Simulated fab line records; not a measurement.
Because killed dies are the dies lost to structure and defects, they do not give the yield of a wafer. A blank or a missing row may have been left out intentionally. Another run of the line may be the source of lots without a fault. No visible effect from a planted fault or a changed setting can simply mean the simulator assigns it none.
Split-lot experiment -- flow berkeley-cmos170 -- 23 wafers read from 5 lots, route of 331 steps

== THE SPLIT ITSELF ==
At UCB170_GATE_COAT_07 (resist thk 900 nm), the setting spin-rpm was moved away from the recipe's 1500 rpm on 6 of the 23 wafers read, by -6.9% to +5.0%. This setting was run at the recipe's value on the other wafers.

== FROM THE SPLIT TO THE READING: what the file shows between them, 3 steps ==
- UCB170_GATE_SOFTBAKE_08: time 60 s
- UCB170_GATE_EXPOSE_09: exposes mask POLY, target cd 350 nm
- UCB170_GATE_ETCH_14: etches BARC in N2/H2

== THE READING ==
KrF_of_GATE_COAT_07.thk-nm (the simulator's own value, which no gauge read), in nm, at UCB170_GATE_ETCH_15 (etches poly-Si in HBr/Cl2, stops on SiO2, time 54.5 s, target depth 278.2 nm). There is no usual value for it anywhere in the file. Here, 17 wafers ran the recipe; their average is 779.0 nm with a standard deviation of 1.9 nm.

wafer,"tool, chamber at the split","spin-rpm as run, rpm",against the recipe,"KrF_of_GATE_COAT_07.thk-nm, nm",against lot-mates on the recipe
L074.1,"litho-track-01, 0",1500,recipe,779.3,-
L074.3,"litho-track-01, 0",1500,recipe,777.6,-
L074.4,"litho-track-01, 0",1500,recipe,776.6,-
L074.5,"litho-track-01, 0",1500,recipe,777,-
L074.6,"litho-track-01, 0",1500,recipe,779.2,-
L075.1,"litho-track-01, 0",1500,recipe,776.8,-
L075.2,"litho-track-01, 0",1500,recipe,779.5,-
L075.4,"litho-track-01, 0",1500,recipe,776.6,-
L079.1,"litho-track-03, 0",1396,-6.9%,814.8,+33.6
L079.2,"litho-track-03, 0",1500,recipe,780.9,-
L079.4,"litho-track-03, 0",1396,-6.9%,814.1,+33.0
L079.5,"litho-track-03, 0",1500,recipe,781.4,-
L079.6,"litho-track-03, 0",1396,-6.9%,812.7,+31.6
L081.1,"litho-track-03, 0",1575,+5.0%,752.4,-25.7
L081.2,"litho-track-03, 0",1500,recipe,777.9,-
L081.3,"litho-track-03, 0",1575,+5.0%,753.9,-24.2
L081.4,"litho-track-03, 0",1575,+5.0%,755.2,-22.9
L081.6,"litho-track-03, 0",1500,recipe,778.3,-
L084.1,"litho-track-01, 0",1500,recipe,780.3,-
L084.2,"litho-track-01, 0",1500,recipe,780.9,-
L084.3,"litho-track-01, 0",1500,recipe,778.3,-
L084.4,"litho-track-01, 0",1500,recipe,783.5,-
L084.5,"litho-track-01, 0",1500,recipe,779.5,-

FIT RESULTS
A straight line over all 23 wafers: KrF_of_GATE_COAT_07.thk-nm changes by -5.03 nm for each +1% of spin-rpm; r = -0.99; the points scatter about the line by 1.8 nm.
The same after taking each lot's own level away (the mean of its wafers on the recipe; 23 wafers): -4.77 nm for each +1%; r = -1.00; scatter 1.3 nm.
On that fit, the largest move of spin-rpm shifts the reading by 33 nm.
The lots' own levels span 777.63 to 781.15 nm, that is 1.9 times the standard deviation above.
Consequently the slope shifts little with the lot-to-lot level, the two slopes agreeing.
Check: with one of the wafers moved furthest among these (-6.9%) left out of the fit, the line predicts +32.7 nm for it against its lot-mates. Against them it came out at +33.6 nm.

== OTHER SPLITS APPLIED TO THESE WAFERS ==
These wafers also went through other splits before the reading. Each is held against what the fit with the lots' levels taken away leaves over:
other split on the same wafers,wafers away from the commonest value,r with KrF_of_GATE_COAT_07.thk-nm (lot level and that fit taken away)
UCB170_START_OXIDATION_02 ox-time-s,18,-0.06
UCB170_PWELL_CVD_05 temp-c,15,+0.02
UCB170_ACTIVE_EXPOSE_10 dose-mj,10,+0.11
UCB170_ACTIVE_DEVELOP_12 develop-time-s,11,-0.24
UCB170_FIELD_OXIDATION_01 ox-time-s,18,-0.08
UCB170_FIELD_WET_ETCH_06 time-s,18,+0.07
UCB170_PVT_IMPLANT_07 dose-cm2,5,-0.04

== THE WHOLE CHAIN: every reading that the file lists as answering this split, in the file's order ==
step,what it does,reading,change (the file's fit),r (the file's)
UCB170_GATE_COAT_07,resist thk 900 nm,"KrF_of_GATE_COAT_07.thk-nm (the simulator's own value, which no gauge read)",-4.72 nm for each +1% of the setting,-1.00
UCB170_GATE_ETCH_15,"etches poly-Si in HBr/Cl2, stops on SiO2, time 54.5 s, target depth 278.2 nm","KrF_of_GATE_COAT_07.thk-nm (the simulator's own value, which no gauge read)",-4.76 nm for each +1% of the setting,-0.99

== THE FILE'S OWN FIT ==
KrF_of_GATE_COAT_07.thk-nm changes by -4.76 nm for each +1% of spin-rpm, r = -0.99.
